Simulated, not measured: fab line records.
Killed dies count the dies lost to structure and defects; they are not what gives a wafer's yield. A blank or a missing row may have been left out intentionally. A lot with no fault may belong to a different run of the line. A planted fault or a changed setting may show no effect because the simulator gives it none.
Lot-split experiment    flow berkeley cmos170    route with 331 steps; 5 lots, 23 wafers read

== THE SPLIT ITSELF ==
At UCB170_FIELD_OXIDATION_01 (target thk 558.3 nm, ox time 7200 s), the setting temp c was moved away from the recipe's 1000 C on 15 of the 23 wafers read, by -1.8% to +2.7%. This setting was run at the recipe's value on the other wafers.

== FROM THE SPLIT TO THE READING: what the file shows between them, 12 steps ==
- UCB170_FIELD_THK_MEAS_02
- UCB170_FIELD_ANNEAL_03: time 1200 s
- UCB170_FIELD_WET_ETCH_04: etches SiO2 in dHF, time 60 s
- UCB170_FIELD_WET_ETCH_05: etches Si3N4 in H3PO4, time 12600 s
- UCB170_FIELD_WET_ETCH_06: etches SiO2 in BOE, time 22 s
- UCB170_FIELD_THK_MEAS_90
- UCB170_SACOX_OXIDATION_01: target thk 14.4 nm, ox time 2400 s (also split here: temp c)
- UCB170_SACOX_THK_MEAS_02
- UCB170_PVT_SOFTBAKE_02: time 60 s (also split here: temp c)
- UCB170_PVT_EXPOSE_03: exposes mask NWELL, target cd 3000 nm
- UCB170_PVT_PEB_04
- UCB170_GATE_WET_ETCH_00: etches SiO2 in dHF, time 200 s

== THE READING ==
FIELD_OXIDE_LEFT_2_THK (nm), taken at UCB170_FIELD_THK_MEAS_91. Fault-free wafers of this fab line usually give 350 nm, standard deviation 9 nm.

wafer   tool, chamber at the split  temp c as run, C  against the recipe  FIELD_OXIDE_LEFT_2_THK, nm  against lot-mates on the recipe
L074.2  -, -                        1023              +2.3%               417                         no lot-mate on the recipe
L074.3  -, -                        1023              +2.3%               432                         no lot-mate on the recipe
L074.4  -, -                        1023              +2.3%               436                         no lot-mate on the recipe
L074.5  -, -                        1023              +2.3%               428                         no lot-mate on the recipe
L074.6  -, -                        1023              +2.3%               425                         no lot-mate on the recipe
L076.1  -, -                        981.6             -1.8%               292                         no lot-mate on the recipe
L076.2  -, -                        981.6             -1.8%               278                         no lot-mate on the recipe
L076.3  -, -                        981.6             -1.8%               289                         no lot-mate on the recipe
L076.4  -, -                        981.6             -1.8%               278                         no lot-mate on the recipe
L076.5  -, -                        981.6             -1.8%               285                         no lot-mate on the recipe
L078.1  furnace-02, 0               1000              recipe              350                         -
L078.3  furnace-02, 0               1000              recipe              339                         -
L078.6  furnace-02, 0               1000              recipe              339                         -
L083.1  -, -                        1000              recipe              353                         -
L083.2  -, -                        1000              recipe              342                         -
L083.4  -, -                        1000              recipe              351                         -
L083.5  -, -                        1000              recipe              352                         -
L083.6  -, -                        1000              recipe              358                         -
L085.1  -, -                        1027              +2.7%               448                         no lot-mate on the recipe
L085.2  -, -                        1027              +2.7%               447                         no lot-mate on the recipe
L085.4  -, -                        1027              +2.7%               444                         no lot-mate on the recipe
L085.5  -, -                        1027              +2.7%               450                         no lot-mate on the recipe
L085.6  -, -                        1027              +2.7%               451                         no lot-mate on the recipe

FIT RESULTS
A straight line over all 23 wafers: FIELD_OXIDE_LEFT_2_THK changes by +35.6 nm for each +1% of temp c; r = +1.00; the points scatter about the line by 6.4 nm.
Too few moved wafers have a lot-mate on the recipe to fit a line with each lot's own level taken away.

== THE WHOLE CHAIN: every reading that the file lists as answering this split, in the file's order ==
step                       what it does                         reading                                                                             change (the file's fit)               r (the file's)
UCB170_FIELD_OXIDATION_01  target thk 558.3 nm, ox time 7200 s  SiO2_of_FIELD_OXIDATION_01.thk nm (the simulator's own value, which no gauge read)  +35.9 nm for each +1% of the setting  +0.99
UCB170_FIELD_THK_MEAS_02                                        FIELD_OXIDE_THK                                                                     +35.9 for each +1% of the setting     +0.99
UCB170_FIELD_THK_MEAS_90                                        FIELD_OXIDE_LEFT_1_THK                                                              +35.7 for each +1% of the setting     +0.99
UCB170_SACOX_OXIDATION_01  target thk 14.4 nm, ox time 2400 s   SiO2_of_SACOX_OXIDATION_01.thk nm (the simulator's own value, which no gauge read)  -1.47 nm for each +1% of the setting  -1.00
UCB170_SACOX_THK_MEAS_02                                        SACOX_OXIDE_THK                                                                     -1.48 for each +1% of the setting     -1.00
UCB170_FIELD_THK_MEAS_91                                        FIELD_OXIDE_LEFT_2_THK                                                              +35.6 for each +1% of the setting     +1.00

== FILE'S OWN FIT ==
FIELD_OXIDE_LEFT_2_THK changes by +35.6 nm for each +1% of temp c, r = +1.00.
